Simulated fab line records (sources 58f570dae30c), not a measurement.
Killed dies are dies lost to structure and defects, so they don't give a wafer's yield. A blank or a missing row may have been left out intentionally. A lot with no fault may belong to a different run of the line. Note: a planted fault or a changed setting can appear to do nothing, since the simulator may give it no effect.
Chamber matching | flow berkeley-cmos170 | UCB170_V1_CMP_02 on cmp-01 has 4 sister chambers
The step polishes SiO2. 18 wafers are shown with their chamber, then 9 later ones without.

## WAFERS WITH THEIR CHAMBER
wafer  | chamber | motor-current-A (A)
L446.1 | 3       | 13.4
L446.4 | 0       | 16.1
L446.5 | 3       | 14.0
L449.3 | 1       | 16.5
L449.4 | 3       | 13.8
L449.5 | 1       | 15.6
L453.2 | 0       | 15.3
L453.3 | 2       | 15.7
L453.6 | 2       | 15.0
L454.2 | 1       | 15.6
L454.5 | 0       | 15.9
L454.6 | 3       | 13.3
L455.1 | 1       | 16.4
L455.5 | 1       | 15.7
L455.6 | 0       | 16.1
L463.1 | 1       | 15.4
L463.2 | 0       | 15.5
L463.5 | 3       | 14.0

SIGNATURES (averages over the wafers above)
reading         | chamber 0 | chamber 1 | chamber 2 | chamber 3 | scatter within a chamber
motor-current-A | 15.780    | 15.867    | 15.350    | 13.700    | 0.404
Rule: for a wafer and a chamber, the distance is found by dividing, reading by reading, the gap between the wafer's reading and the chamber's mean by the reading's scatter, squaring, summing and taking the root. If the next closest chamber is less than 2 further off than the closest, the wafer can't be placed; otherwise it belongs to the closest. How the scatter is found: for the shown wafers, subtract from each reading the mean of its chamber, square and add these, divide the total by (wafers less chambers), then take the root.

## WAFERS WITHOUT THEIR CHAMBER
wafer  | motor-current-A (A)
L466.2 | 15.3
L466.5 | 13.4
L466.6 | 14.7
L467.3 | 13.6
L467.5 | 13.1
L467.6 | 14.9
L468.2 | 14.6
L468.3 | 15.4
L468.6 | 14.0

## WHICH CHAMBER EACH ONE RAN IN
wafer  | from the rows above               | in truth
L466.2 | can't be placed: 2 or 0 or 1      | 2
L466.5 | 3                                 | 3
L466.6 | can't be placed: 2 or 3 or 0 or 1 | 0
L467.3 | 3                                 | 3
L467.5 | 3                                 | 3
L467.6 | can't be placed: 2 or 0 or 1 or 3 | 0
L468.2 | can't be placed: 2 or 3 or 0 or 1 | 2
L468.3 | can't be placed: 2 or 0 or 1      | 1
L468.6 | 3                                 | 3
Correct placement for 4 of the 9. Not placeable from these rows: 5 (in 5, the candidates include the true chamber). Wrongly placed: 0.
